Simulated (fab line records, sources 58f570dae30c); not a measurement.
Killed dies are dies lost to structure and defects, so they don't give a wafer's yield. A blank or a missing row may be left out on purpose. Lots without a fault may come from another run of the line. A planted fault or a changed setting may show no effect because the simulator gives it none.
Split-lot experiment | flow berkeley_cmos170 | 5 lots, 23 wafers read, on a route of 331 steps

THE SPLIT
At UCB170_GATE_CVD_04 (deposits poly-Si from SiH4, time 1440 s, target thk 214 nm), the setting time_s was moved away from the recipe's 1440 s on 15 of the 23 wafers read, by -7.7% to +14.2%. The other wafers ran this setting at the recipe's value.

FROM THE SPLIT TO THE READING: what the file shows between them, 3 steps
- UCB170_GATE_THK_MEAS_05
- UCB170_GATE_DEVELOP_11: develop time 45 s (also split here: develop_time_s)
- UCB170_GATE_ETCH_14: etches BARC in N2/H2

THE READING
oes_product_au, in a.u., at UCB170_GATE_ETCH_15 (etches poly-Si in HBr/Cl2, stops on SiO2, time 56.3 s, target depth 278.2 nm). Fault-free wafers of this fab line usually give 0.838 a.u., standard deviation 0.018 a.u..

wafer  | tool, chamber at the split | time_s as run, s | against the recipe | oes_product_au, a.u. | against lot-mates on the recipe
L074.1 | -, -                       | 1644             | +14.2%             | 0.937                | no lot-mate on the recipe
L074.2 | -, -                       | 1644             | +14.2%             | 0.936                | no lot-mate on the recipe
L074.3 | -, -                       | 1644             | +14.2%             | 0.923                | no lot-mate on the recipe
L074.4 | -, -                       | 1644             | +14.2%             | 0.941                | no lot-mate on the recipe
L074.6 | -, -                       | 1644             | +14.2%             | 0.922                | no lot-mate on the recipe
L075.1 | -, -                       | 1440             | recipe             | 0.807                | -
L075.2 | -, -                       | 1440             | recipe             | 0.841                | -
L075.3 | -, -                       | 1440             | recipe             | 0.829                | -
L075.4 | -, -                       | 1440             | recipe             | 0.841                | -
L075.6 | -, -                       | 1440             | recipe             | 0.805                | -
L077.1 | -, -                       | 1509             | +4.8%              | 0.861                | no lot-mate on the recipe
L077.2 | -, -                       | 1509             | +4.8%              | 0.891                | no lot-mate on the recipe
L077.3 | -, -                       | 1509             | +4.8%              | 0.878                | no lot-mate on the recipe
L077.4 | -, -                       | 1509             | +4.8%              | 0.873                | no lot-mate on the recipe
L077.6 | -, -                       | 1509             | +4.8%              | 0.881                | no lot-mate on the recipe
L085.4 | lpcvd-01, 1                | 1440             | recipe             | 0.854                | -
L085.5 | lpcvd-01, 1                | 1440             | recipe             | 0.849                | -
L085.6 | lpcvd-01, 1                | 1440             | recipe             | 0.835                | -
L084.1 | -, -                       | 1329             | -7.7%              | 0.815                | no lot-mate on the recipe
L084.2 | -, -                       | 1329             | -7.7%              | 0.803                | no lot-mate on the recipe
L084.3 | -, -                       | 1329             | -7.7%              | 0.789                | no lot-mate on the recipe
L084.4 | -, -                       | 1329             | -7.7%              | 0.812                | no lot-mate on the recipe
L084.5 | -, -                       | 1329             | -7.7%              | 0.787                | no lot-mate on the recipe

THE FIT
A straight line over all 23 wafers: oes_product_au changes by +0.0062 a.u. for each +1% of time_s; r = +0.95; the points scatter about the line by 0.015 a.u..
Too few moved wafers have a lot-mate on the recipe to fit a line with each lot's own level taken away.

THE WHOLE CHAIN: every reading that the file lists as answering this split, in the file's order
step                    | what it does                                                                 | reading                                                                        | change (the file's fit)                   | r (the file's)
UCB170_GATE_CVD_04      | deposits poly-Si from SiH4, time 1440 s, target thk 214 nm                   | poly-Si_of_GATE_CVD_04.thk_nm (the simulator's own value, which no gauge read) | +2.2 nm for each +1% of the setting       | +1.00
UCB170_GATE_THK_MEAS_05 |                                                                              | GATE_POLY_THK                                                                  | +2.19 for each +1% of the setting         | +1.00
UCB170_GATE_ETCH_15     | etches poly-Si in HBr/Cl2, stops on SiO2, time 56.3 s, target depth 278.2 nm | oes_product_au                                                                 | +0.00619 a.u. for each +1% of the setting | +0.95
UCB170_GATE_ETCH_15     | etches poly-Si in HBr/Cl2, stops on SiO2, time 56.3 s, target depth 278.2 nm | GATE.feature_depth_nm (the simulator's own value, which no gauge read)         | +2.2 nm for each +1% of the setting       | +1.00
UCB170_GATE_ETCH_15     | etches poly-Si in HBr/Cl2, stops on SiO2, time 56.3 s, target depth 278.2 nm | etch.depth_nm (the simulator's own value, which no gauge read)                 | +2.22 nm for each +1% of the setting      | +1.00

THE FILE'S OWN FIT
oes_product_au changes by +0.00619 a.u. for each +1% of time_s, r = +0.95.
